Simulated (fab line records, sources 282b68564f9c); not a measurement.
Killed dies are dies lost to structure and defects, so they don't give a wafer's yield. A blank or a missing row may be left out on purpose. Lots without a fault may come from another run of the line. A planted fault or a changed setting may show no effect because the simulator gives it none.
fab line records | flow rit_cmos
record lots=5 wafers=23
route steps=202 shown ACTIVE@4 FOX2@23 PWELL@47 GATE@75 NLDD@104 PLDD@115 SILICIDE@161 M1@188
start_h: hours from the record's first day to the start of the lot's first wafer shown | wait_h: hours since the lot's step before | " the same as in the row above | L1.1+2: a row that stands for several wafers | - no value, or no start given | * or withheld: withheld | < > ~ a bound
route shown NAME@n: a module of which the file shows steps, and the number in the route of the first | usual: mean/standard deviation of fault-free wafers | same: alike in all rows | chamber/n: place in a boat | sites: the reading at each site | _std_site: their standard deviation | _edge_site: outer sites' mean less inner sites' | radius_mm: how far each site lies from the wafer's centre | mask NAME#n: copy n | behind: the tool/chamber that last shaped the wafer | hold: why the lot was held/for how many hours/how that ended | device: the transistor (n, p or np) that didn't switch | end of line: the same wafers' tests at the end of the route | a step without rows: its recipe alone | killed: dies lost to structure and defects at the first sort, not the wafer's yield | map: a wafer's dies, x killed, . not, _ none there
set.NAME: the setting as run; set.NAME@STEP: as run at that earlier step | model.NAME: the simulator's own value behind a step, which no gauge read
lots whose settings were changed on purpose; a table a step, a row a wafer
## steps
# step RIT_ACTIVE_CVD_03
# recipe material=Si3N4 target_thk_nm=150 temp_c=810 precursor=SiH2Cl2/NH3 time_s=1500 pressure_mtorr=300 sih2cl2_flow_sccm=60 nh3_flow_sccm=150
# columns lot.wafer tool chamber start_h wait_h set.sih2cl2_flow_sccm model.Si3N4_of_ACTIVE_CVD_03.thk_nm
L074.1 - - - 0.1 53.39 149.1
L074.2 " - " " 53.39 147.1
L074.3+5 " - " " 53.39 147.6
L074.6 " - " " 53.39 147.5
L075.2 - - - 0.0 65.26 151.2
L075.3 " - " " 65.26 151
L075.4 " - " " 65.26 149.9
L075.5 " - " " 65.26 150.1
L075.6 " - " " 65.26 150.5
L083.2 - - - 0.0 67.52 153.5
L083.3 " - " " 67.52 154.6
L083.4 " - " " 67.52 153.3
L083.5 " - " " 67.52 154.4
L083.6 " - " " 67.52 154.7
L084.1 - - - 0.1 57.34 148.7
L084.2 " - " " 57.34 149.1
L084.3 " - " " 57.34 148
L084.4 " - " " 57.34 148.5
L084.5 " - " " 57.34 146.9
L085.2 lpcvd-02 0 67.11 0.0 60 149.4
L085.4 " 0 " " 60 148.2
L085.6 " 0 " " 60 150.1
# step RIT_FOX2_OXIDATION_00
# recipe temp_c=1100 ambient=H2O target_thk_a=3507 p_h2o_torr=720 ox_time_s=1130
# columns lot.wafer tool chamber start_h wait_h set.temp_c model.SiO2_of_FOX2_OXIDATION_00.thk_nm
L074.1 - - - 0.0 1114 378.2
L074.2 " - " " 1114 372.1
L074.3 " - " " 1114 377.1
L074.5 " - " " 1114 372.3
L074.6 " - " " 1114 382.2
L075.2 - - - 0.0 1132 400
L075.3 " - " " 1132 401.9
L075.4 " - " " 1132 402.5
L075.5 " - " " 1132 405.2
L075.6 " - " " 1132 403.2
L083.2 - - - 0.0 1069 305
L083.3 " - " " 1069 304.1
L083.4 " - " " 1069 301.9
L083.5 " - " " 1069 306.2
L083.6 " - " " 1069 307.4
L084.1 - - - 0.0 1076 304.8
L084.2 " - " " 1076 308.4
L084.3 " - " " 1076 311.9
L084.4 " - " " 1076 307.3
L084.5 " - " " 1076 308.8
L085.2 furnace-02 0 72.58 0.6 1100 353
L085.4 " 0 " " 1100 357.3
L085.6 " 0 " " 1100 358.9
# step RIT_FOX2_THK_MEAS_01
# recipe reads=SiO2_of_FOX2_OXIDATION_00
# usual FOX2_OXIDE_THK=354/6.6
# columns lot.wafer tool chamber start_h wait_h set.temp_c@FOX2_OXIDATION_00 FOX2_OXIDE_THK[nm]
L074.1 film_metro-02 - - - 1114 378
L074.2 " - " " 1114 372
L074.3 " - " " 1114 377
L074.5 " - " " 1114 373
L074.6 " - " " 1114 382
L075.2 film_metro-01 - - - 1132 400
L075.3 " - " " 1132 402
L075.4 " - " " 1132 402
L075.5 " - " " 1132 405
L075.6 " - " " 1132 403
L083.2 film_metro-02 - - - 1069 305
L083.3 " - " " 1069 304
L083.4 " - " " 1069 302
L083.5 " - " " 1069 306
L083.6 " - " " 1069 308
L084.1 film_metro-01 - - - 1076 305
L084.2 " - " " 1076 309
L084.3 " - " " 1076 312
L084.4 " - " " 1076 307
L084.5 " - " " 1076 309
L085.2 film_metro-02 - 73.90 0.0 1100 353
L085.4 " - " " 1100 357
L085.6 " - " " 1100 359
# step RIT_FOX2_CLEAN_02
# recipe chemistry=dHF dilution=50:1 time_s=180
# step RIT_FOX2_WET_ETCH_03
# recipe chemistry=H3PO4 target=Si3N4 target_depth_nm=195 temp_c=165 time_s=2700
# step RIT_FOX2_THK_MEAS_90
# recipe reads=SiO2_of_FOX2_OXIDATION_00
# usual FIELD_OXIDE_LEFT_1_THK=327/6.7
# columns lot.wafer tool chamber start_h wait_h set.temp_c@FOX2_OXIDATION_00 FIELD_OXIDE_LEFT_1_THK[nm]
L074.1 film_metro-03 - 19.62 0.0 1114 350
L074.2 " - " " 1114 345
L074.3 " - " " 1114 350
L074.5 " - " " 1114 345
L074.6 " - " " 1114 355
L075.2 film_metro-02 - 24.40 0.0 1132 373
L075.3 " - " " 1132 375
L075.4 " - " " 1132 375
L075.5 " - " " 1132 378
L075.6 " - " " 1132 376
L083.2 film_metro-03 - 64.21 0.0 1069 278
L083.3 " - " " 1069 277
L083.4 " - " " 1069 275
L083.5 " - " " 1069 279
L083.6 " - " " 1069 280
L084.1 film_metro-02 - 69.31 0.0 1076 277
L084.2 " - " " 1076 281
L084.3 " - " " 1076 285
L084.4 " - " " 1076 280
L084.5 " - " " 1076 282
L085.2 film_metro-02 - 74.78 0.0 1100 325
L085.4 " - " " 1100 330
L085.6 " - " " 1100 331
# step RIT_PWELL_IMPLANT_08
# recipe species=B energy_kev=170 dose_cm2=7e+13 tilt_deg=7
# columns lot.wafer tool chamber start_h wait_h set.energy_kev model.implant.rp_nm model.implant.drp_nm
L074.1+2+3+5+6 implanter-02 0 22.81 0.2 170 485.6 102.9
L075.2+3+5 implanter-02 0 27.19 0.2 170 473.7 102.9
L075.4+6 " 0 " " 178.9 492.7 104.3
L083.2+4+5 implanter-01 0 67.30 0.2 166.4 455.3 102.1
L083.3+6 " 0 " " 170 462.7 102.9
L084.1+4+5 implanter-02 0 72.24 0.2 170 489.4 102.9
L084.2+3 " 0 " " 160 467.7 100.6
L085.2+4+6 implanter-02 0 77.83 0.2 170 456.7 102.9
# step RIT_GATE_WET_ETCH_00
# recipe chemistry=BOE target=SiO2 target_depth_nm=56 time_s=60 dry=n2_spin dilution=10:1 temp_c=21.5
# columns lot.wafer tool chamber start_h wait_h set.time_s
L074.1+2+3+5+6 - - - 0.1 60
L075.2+3+4+5+6 - - - 0.0 51.62
L083.2+3+4+5+6 - - - 0.0 60
L084.1+2+3+4+5 - - - 0.1 55.42
L085.2+4+6 wet_bench-04 0 87.45 0.0 60
# step RIT_GATE_CLEAN_01
# recipe chemistry=SC1 mix=3:3:50 time_s=600 temp_c=75
# step RIT_GATE_CLEAN_02
# recipe chemistry=dHF dilution=50:1 time_s=30
# step RIT_GATE_CLEAN_03
# recipe chemistry=SC2 mix=3:3:50 time_s=600 temp_c=75 dry=n2_spin
# step RIT_GATE_CLEAN_04
# recipe chemistry=dHF dilution=50:1 time_s=60 dry=n2_spin
# step RIT_FOX2_THK_MEAS_91
# recipe reads=SiO2_of_FOX2_OXIDATION_00
# usual FIELD_OXIDE_LEFT_2_THK=259/6.5
# columns lot.wafer tool chamber start_h wait_h set.temp_c@FOX2_OXIDATION_00 FIELD_OXIDE_LEFT_2_THK[nm]
L074.1 film_metro-01 - 32.16 0.0 1114 284
L074.2 " - " " 1114 278
L074.3 " - " " 1114 282
L074.5 " - " " 1114 278
L074.6 " - " " 1114 288
L075.2 film_metro-01 - 36.61 0.0 1132 312
L075.3 " - " " 1132 315
L075.4 " - " " 1132 315
L075.5 " - " " 1132 318
L075.6 " - " " 1132 316
L083.2 film_metro-01 - 77.41 0.0 1069 210
L083.3 " - " " 1069 209
L083.4 " - " " 1069 207
L083.5 " - " " 1069 211
L083.6 " - " " 1069 212
L084.1 film_metro-01 - 81.60 0.0 1076 215
L084.2 " - " " 1076 219
L084.3 " - " " 1076 222
L084.4 " - " " 1076 217
L084.5 " - " " 1076 219
L085.2 film_metro-03 - 88.10 0.0 1100 258
L085.4 " - " " 1100 262
L085.6 " - " " 1100 264
# step RIT_GATE_DEVELOP_15
# recipe resist=NOVOLAK develop_time_s=50 dev_temp_c=23
# columns lot.wafer tool chamber start_h wait_h set.dev_temp_c
L074.1+5+6 litho_track-04 0 - - 23
L074.2+3 " 0 " " 22.05
L075.2+4+6 litho_track-04 0 - - 23
L075.3+5 " 0 " " 24.25
L083.2+3 litho_track-04 0 - - 23
L083.4+5+6 " 0 " " 21.89
L084.1+5 litho_track-03 0 - - 23
L084.2+3+4 " 0 " " 21.06
L085.2+4+6 litho_track-03 0 - - 23
# step RIT_NLDD_COAT_01
# recipe resist=NOVOLAK spin_rpm=3250 resist_thk_nm=1000
# columns lot.wafer tool chamber start_h wait_h set.resist_thk_nm model.NOVOLAK_of_NLDD_COAT_01.thk_nm
L074.1 litho_track-03 0 42.24 0.1 1000 1005
L074.2 " 0 " " 1000 1003
L074.3 " 0 " " 1000 999.9
L074.5+6 " 0 " " 1000 1004
L075.2 litho_track-01 0 46.98 0.1 1049 1051
L075.3 " 0 " " 1049 1047
L075.4 " 0 " " 1000 997.5
L075.5 " 0 " " 1000 1003
L075.6 " 0 " " 1000 997.2
L083.2 litho_track-03 0 86.65 0.1 954.7 955.3
L083.3 " 0 " " 1000 999.5
L083.4+5 " 0 " " 1000 1001
L083.6 " 0 " " 954.7 957.6
L084.1 litho_track-02 0 89.81 0.1 1000 997
L084.2 " 0 " " 1000 998
L084.3 " 0 " " 1000 999.1
L084.4 " 0 " " 1000 999.8
L084.5 " 0 " " 1000 1000
L085.2+6 litho_track-02 0 97.65 0.1 1000 1001
L085.4 " 0 " " 1000 998.5
# step RIT_NLDD_HARDBAKE_07
# recipe resist=NOVOLAK temp_c=140 time_s=60
# columns lot.wafer tool chamber start_h wait_h set.temp_c set.resist_thk_nm@NLDD_COAT_01 model.NOVOLAK_of_NLDD_COAT_01.thk_nm
L074.1 litho_track-03 0 42.97 0.0 141.6 1000 885.6
L074.2 " 0 " " 140 1000 886.3
L074.3 " 0 " " 141.6 1000 881.6
L074.5 " 0 " " 140 1000 887.4
L074.6 " 0 " " 140 1000 887.1
L075.2 litho_track-02 0 47.74 0.0 141.4 1049 926.2
L075.3 " 0 " " 140 1049 924.6
L075.4 " 0 " " 140 1000 881.6
L075.5 " 0 " " 141.4 1000 884.3
L075.6 " 0 " " 140 1000 881.4
L083.2 litho_track-02 0 87.38 0.0 141.4 954.7 842.8
L083.3 " 0 " " 140 1000 883.4
L083.4 " 0 " " 140 1000 884.9
L083.5 " 0 " " 141.4 1000 882.9
L083.6 " 0 " " 141.4 954.7 844.9
L084.1 litho_track-01 0 90.67 0.0 140 1000 881.1
L084.2 " 0 " " 140 1000 882.1
L084.3 " 0 " " 140 1000 882.9
L084.4 " 0 " " 136.9 1000 888.6
L084.5 " 0 " " 136.9 1000 888.9
L085.2 litho_track-01 0 98.38 0.0 140 1000 885
L085.4 " 0 " " 140 1000 882.4
L085.6 " 0 " " 140 1000 884.3
# step RIT_PLDD_COAT_01
# recipe resist=NOVOLAK spin_rpm=3250 resist_thk_nm=1000
# columns lot.wafer tool chamber start_h wait_h set.spin_rpm model.NOVOLAK_of_PLDD_COAT_01.thk_nm
L074.1 litho_track-02 0 43.66 0.1 3123 1020
L074.2 " 0 " " 3123 1018
L074.3 " 0 " " 3250 999.4
L074.5 " 0 " " 3250 998.7
L074.6 " 0 " " 3123 1021
L075.2 litho_track-04 0 48.43 0.1 3390 979
L075.3 " 0 " " 3250 1000
L075.4 " 0 " " 3250 999.4
L075.5 " 0 " " 3390 981.2
L075.6 " 0 " " 3390 977.5
L083.2 litho_track-01 0 88.07 0.1 3368 985.9
L083.3+6 " 0 " " 3250 1003
L083.4 " 0 " " 3368 982.8
L083.5 " 0 " " 3368 982.2
L084.1+2 litho_track-04 0 91.36 0.1 3250 1005
L084.3 " 0 " " 3250 1006
L084.4+5 " 0 " " 3250 1003
L085.2 litho_track-02 0 99.07 0.1 3250 1004
L085.4+6 " 0 " " 3250 1001
# step RIT_PLDD_SOFTBAKE_02
# recipe resist=NOVOLAK temp_c=90 time_s=60
# step RIT_PLDD_EXPOSE_03
# recipe mask_id=M8 na=0.57 target_cd_nm=40900 dose_mj=250
# step RIT_PLDD_DEVELOP_05
# recipe resist=NOVOLAK develop_time_s=50 dev_temp_c=23
# step RIT_PLDD_HARDBAKE_07
# recipe resist=NOVOLAK temp_c=140 time_s=60
# columns lot.wafer tool chamber start_h wait_h set.spin_rpm@PLDD_COAT_01 model.NOVOLAK_of_PLDD_COAT_01.thk_nm
L074.1 litho_track-04 0 44.40 0.0 3123 901.3
L074.2 " 0 " " 3123 899.1
L074.3 " 0 " " 3250 883.3
L074.5 " 0 " " 3250 882.6
L074.6 " 0 " " 3123 901.8
L075.2 litho_track-04 0 49.32 0.1 3390 865.4
L075.3 " 0 " " 3250 884.2
L075.4 " 0 " " 3250 883.2
L075.5 " 0 " " 3390 867.4
L075.6 " 0 " " 3390 864.1
L083.2 litho_track-01 0 88.80 0.0 3368 871.5
L083.3 " 0 " " 3250 886.1
L083.4 " 0 " " 3368 868.7
L083.5 " 0 " " 3368 868.2
L083.6 " 0 " " 3250 886.6
L084.1 litho_track-01 0 92.29 0.2 3250 887.8
L084.2 " 0 " " 3250 888.1
L084.3 " 0 " " 3250 888.9
L084.4 " 0 " " 3250 886.3
L084.5 " 0 " " 3250 886.4
L085.2 litho_track-02 0 99.80 0.0 3250 887.1
L085.4 " 0 " " 3250 884.9
L085.6 " 0 " " 3250 884.8
# step RIT_SILICIDE_WET_ETCH_00
# recipe chemistry=BOE target=SiO2 target_depth_nm=14 time_s=15 dry=n2_spin dilution=10:1 temp_c=21.5
# columns lot.wafer tool chamber start_h wait_h set.time_s model.SiO2_of_FOX2_OXIDATION_00.thk_nm
L074.1 - - - 0.1 17.13 179.4
L074.2 " - " " 17.13 174.8
L074.3 " - " " 17.13 180.8
L074.5 " - " " 17.13 177.4
L074.6 " - " " 17.13 187.6
L075.2 - - - 0.1 17.17 208.6
L075.3 " - " " 17.17 209.6
L075.4 " - " " 17.17 211.8
L075.5 " - " " 17.17 211.9
L075.6 " - " " 17.17 211.6
L083.2 - - - 0.1 15 105.7
L083.3 " - " " 15 104.3
L083.4 " - " " 15 102.2
L083.5 " - " " 15 105.5
L083.6 " - " " 15 105.6
L084.1 - - - 0.1 13.79 108.8
L084.2 " - " " 13.79 116.6
L084.3 " - " " 13.79 119.6
L084.4 " - " " 13.79 113.5
L084.5 " - " " 13.79 114.9
L085.2 wet_bench-01 0 107.16 0.1 15 154.2
L085.4 " 0 " " 15 158.3
L085.6 " 0 " " 15 159.6
# step RIT_M1_COAT_04
# recipe resist=NOVOLAK spin_rpm=2000 resist_thk_nm=1300
# columns lot.wafer tool chamber start_h wait_h set.spin_rpm model.NOVOLAK_of_M1_COAT_04.thk_nm
L074.1 litho_track-02 0 55.06 0.1 1921 1325
L074.2 " 0 " " 2000 1295
L074.3 " 0 " " 1921 1324
L074.5 " 0 " " 2000 1303
L074.6 " 0 " " 2000 1298
L075.2 litho_track-04 0 61.02 0.1 2091 1258
L075.3 " 0 " " 2091 1264
L075.4 " 0 " " 2091 1261
L075.5 " 0 " " 2000 1287
L075.6 " 0 " " 2000 1292
L083.2 litho_track-01 0 100.18 0.1 2000 1304
L083.3 " 0 " " 1859 1350
L083.4 " 0 " " 1859 1348
L083.5 " 0 " " 1859 1349
L083.6 " 0 " " 2000 1296
L084.1 litho_track-01 0 103.35 0.1 1867 1343
L084.2+4 " 0 " " 1867 1347
L084.3 " 0 " " 2000 1303
L084.5 " 0 " " 2000 1302
L085.2 litho_track-02 0 110.91 0.1 2000 1301
L085.4 " 0 " " 2000 1300
L085.6 " 0 " " 2000 1298
# step RIT_M1_HARDBAKE_11
# recipe resist=NOVOLAK temp_c=140 time_s=120
# columns lot.wafer tool chamber start_h wait_h set.temp_c set.spin_rpm@M1_COAT_04 model.NOVOLAK_of_M1_COAT_04.thk_nm
L074.1+3 litho_track-02 0 55.96 0.0 140 1921 1158
L074.2 " 0 " " 142.5 2000 1129
L074.5 " 0 " " 142.5 2000 1136
L074.6 " 0 " " 140 2000 1135
L075.2 litho_track-01 0 62.05 0.1 140 2091 1100
L075.3 " 0 " " 144.1 2091 1101
L075.4 " 0 " " 140 2091 1103
L075.5 " 0 " " 140 2000 1126
L075.6 " 0 " " 144.1 2000 1124
L083.2 litho_track-04 0 101.20 0.1 140 2000 1140
L083.3 " 0 " " 140 1859 1180
L083.4+5 " 0 " " 140 1859 1179
L083.6 " 0 " " 140 2000 1134
L084.1 litho_track-02 0 104.48 0.0 140 1867 1174
L084.2 " 0 " " 137 1867 1183
L084.3 " 0 " " 137 2000 1145
L084.4 " 0 " " 140 1867 1177
L084.5 " 0 " " 140 2000 1139
L085.2 litho_track-02 0 111.94 0.1 140 2000 1138
L085.4 " 0 " " 140 2000 1137
L085.6 " 0 " " 140 2000 1136
# step RIT_M1_METAL_ETCH_12
# recipe stop_on=SiO2 chemistry=Cl2/BCl3 target=Al time_s=165 over_etch_frac=0.5 pressure_mtorr=100 target_depth_a=6000 rf_w=240.6 Cl2_flow_sccm=60 bcl3_flow_sccm=50
# columns lot.wafer tool chamber start_h wait_h set.spin_rpm@M1_COAT_04 model.NOVOLAK_of_M1_COAT_04.thk_nm
L074.1 rie_metal-04 1 56.21 0.2 1921 851
L074.2 " 0 " " 2000 798.3
L074.3 " 0 " " 1921 827.3
L074.5 " 1 " " 2000 828
L074.6 " 0 " " 2000 802.7
L075.2 rie_metal-02 0 62.26 0.2 2091 785.1
L075.3+4 " 1,0 " " 2091 787.3
L075.5 " 1 " " 2000 815.7
L075.6 " 0 " " 2000 806.1
L083.2 rie_metal-04 0 101.41 0.2 2000 808.2
L083.3 " 1 " " 1859 872.4
L083.4 " 0 " " 1859 847.1
L083.5 " 1 " " 1859 876
L083.6 " 0 " " 2000 804.6
L084.1 rie_metal-02 0 104.73 0.2 1867 853.2
L084.2 " 1 " " 1867 871.9
L084.3 " 0 " " 2000 821.9
L084.4 " 1 " " 1867 862
L084.5 " 1 " " 2000 823.6
L085.2 rie_metal-01 1 112.14 0.2 2000 838.3
L085.4 " 1 " " 2000 835.3
L085.6 " 1 " " 2000 832.8
# step RIT_M1_ANNEAL_15
# recipe temp_c=450 time_s=1800 ambient=forming_gas_H2N2
# columns lot.wafer tool chamber start_h wait_h set.temp_c
L074.1+2+3+5+6 - - - 0.6 440.6
L075.2+3+4+5+6 - - - 0.1 460.1
L083.2+3+4+5+6 - - - 0.1 450
L084.1+2+3+4+5 - - - 1.3 443
L085.2+4+6 - - 112.84 0.1 450
# step RIT_M1_PROBE_99
# columns lot.wafer tool chamber start_h wait_h set.dev_temp_c@GATE_DEVELOP_15 model.etest.pmos_turned.r_on_ohm_um model.etest.pmos_0p15.r_on_ohm_um model.etest.nmos_0p3.r_on_ohm_um model.etest.nmos_0p15.drive_ua_um model.etest.pmos_0p15.drive_ua_um
L074.1 prober-02 - 58.91 0.1 23 3380 2761 2101 482.4 255.2
L074.2 prober-02 - 58.96 0.1 22.05 3251 2585 2055 518.4 273.3
L074.3 prober-02 - 59.01 0.2 22.05 3166 2535 2017 521.2 276.8
L074.5 prober-02 - 59.11 0.2 23 3376 2724 2092 483.2 255.1
L074.6 prober-02 - 59.16 0.2 23 3312 2648 2066 492.4 260.4
L075.2 prober-01 - 64.56 0.1 23 3139 2532 2081 494.6 280.4
L075.3 prober-01 - 64.61 0.2 24.25 3259 2686 2129 470.4 266.3
L075.4 prober-01 - 64.66 0.2 23 3109 2510 2048 501.9 284.5
L075.5 prober-01 - 64.71 0.2 24.25 3256 2740 2152 466.8 264.6
L075.6 prober-01 - 64.76 0.2 23 3062 2499 2085 495.3 284.9
L083.2 prober-01 - 103.72 0.1 23 3213 2608 2076 493.2 283.9
L083.3 prober-01 - 103.77 0.2 23 3141 2543 2052 497.2 288.6
L083.4 prober-01 - 103.82 0.2 21.89 2980 2347 2040 535.1 315.4
L083.5 prober-01 - 103.87 0.2 21.89 2999 2410 2038 529.6 309.7
L083.6 prober-01 - 103.92 0.2 21.89 3070 2474 2047 519.3 303.4
L084.1 prober-02 - 108.34 0.1 23 3586 2930 2171 473.8 255.7
L084.2 prober-02 - 108.39 0.1 21.06 3118 2472 1998 531.1 299.3
L084.3 prober-02 - 108.44 0.2 21.06 3179 2497 2032 533.3 293.1
L084.4 prober-02 - 108.49 0.2 21.06 3250 2562 2039 533.3 290.2
L084.5 prober-02 - 108.54 0.2 23 3494 2837 2128 476.4 258.7
L085.2 prober-01 - 114.51 0.1 23 3318 2688 2137 469.7 259.5
L085.4 prober-01 - 114.61 0.2 23 3389 2754 2154 469.7 255.2
L085.6 prober-01 - 114.71 0.2 23 3457 2827 2184 449.9 250.5
# killed by level:class
L085.2 GATE:geometric_particle:open=2 FOX1:geometric_particle:short=1 M1:coat_microbubble_printed=1
L085.4 FOX1:geometric_particle:short=1 SPACER:geometric_particle:open=1 SILICIDE:geometric_particle:open=1
L085.6 SILICIDE:geometric_particle:open=3 FOX1:geometric_particle:open=1 GATE:geometric_particle:open=1 REOX:geometric_particle:short=1
## key
split step=RIT_ACTIVE_CVD_03 setting=sih2cl2_flow_sccm stated=60 by=lot
response step=RIT_ACTIVE_CVD_03 reading=model.Si3N4_of_ACTIVE_CVD_03.thk_nm change=+0.24 per=1% r=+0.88
split step=RIT_FOX2_OXIDATION_00 setting=temp_c stated=1100 by=lot
response step=RIT_FOX2_OXIDATION_00 reading=model.SiO2_of_FOX2_OXIDATION_00.thk_nm change=+17.8 per=1% r=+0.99
response step=RIT_FOX2_THK_MEAS_01 reading=FOX2_OXIDE_THK change=+17.8 per=1% r=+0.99
response step=RIT_FOX2_THK_MEAS_90 reading=FIELD_OXIDE_LEFT_1_THK change=+17.8 per=1% r=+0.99
response step=RIT_FOX2_THK_MEAS_91 reading=FIELD_OXIDE_LEFT_2_THK change=+18.5 per=1% r=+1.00
split step=RIT_PWELL_IMPLANT_08 setting=energy_kev stated=170 by=wafer
response step=RIT_PWELL_IMPLANT_08 reading=model.implant.rp_nm change=+3.65 per=1% r=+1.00
response step=RIT_PWELL_IMPLANT_08 reading=model.implant.drp_nm change=+0.335 per=1% r=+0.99
split step=RIT_GATE_WET_ETCH_00 setting=time_s stated=60 by=lot
response none clear
split step=RIT_GATE_DEVELOP_15 setting=dev_temp_c stated=23 by=wafer
response step=RIT_M1_PROBE_99 reading=model.etest.pmos_turned.r_on_ohm_um change=+37.2 per=1% r=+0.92
response step=RIT_M1_PROBE_99 reading=model.etest.pmos_0p15.r_on_ohm_um change=+40.1 per=1% r=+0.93
response step=RIT_M1_PROBE_99 reading=model.etest.nmos_0p3.r_on_ohm_um change=+12.5 per=1% r=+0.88
response step=RIT_M1_PROBE_99 reading=model.etest.nmos_0p15.drive_ua_um change=-6.65 per=1% r=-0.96
response step=RIT_M1_PROBE_99 reading=model.etest.pmos_0p15.drive_ua_um change=-4.23 per=1% r=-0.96
split step=RIT_NLDD_COAT_01 setting=resist_thk_nm stated=1000 by=wafer
response step=RIT_NLDD_COAT_01 reading=model.NOVOLAK_of_NLDD_COAT_01.thk_nm change=+9.95 per=1% r=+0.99
response step=RIT_NLDD_HARDBAKE_07 reading=model.NOVOLAK_of_NLDD_COAT_01.thk_nm change=+8.79 per=1% r=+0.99
split step=RIT_NLDD_HARDBAKE_07 setting=temp_c stated=140 by=wafer
response none clear
split step=RIT_PLDD_COAT_01 setting=spin_rpm stated=3250 by=wafer
response step=RIT_PLDD_COAT_01 reading=model.NOVOLAK_of_PLDD_COAT_01.thk_nm change=-5.08 per=1% r=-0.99
response step=RIT_PLDD_HARDBAKE_07 reading=model.NOVOLAK_of_PLDD_COAT_01.thk_nm change=-4.44 per=1% r=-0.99
split step=RIT_SILICIDE_WET_ETCH_00 setting=time_s stated=15 by=lot
response step=RIT_SILICIDE_WET_ETCH_00 reading=model.SiO2_of_FOX2_OXIDATION_00.thk_nm change=+3.97 per=1% r=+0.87
split step=RIT_M1_COAT_04 setting=spin_rpm stated=2000 by=wafer
response step=RIT_M1_COAT_04 reading=model.NOVOLAK_of_M1_COAT_04.thk_nm change=-6.66 per=1% r=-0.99
response step=RIT_M1_HARDBAKE_11 reading=model.NOVOLAK_of_M1_COAT_04.thk_nm change=-5.73 per=1% r=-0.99
response step=RIT_M1_METAL_ETCH_12 reading=model.NOVOLAK_of_M1_COAT_04.thk_nm change=-6.95 per=1% r=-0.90
split step=RIT_M1_HARDBAKE_11 setting=temp_c stated=140 by=wafer
response none clear
split step=RIT_M1_ANNEAL_15 setting=temp_c stated=450 by=lot
response none clear
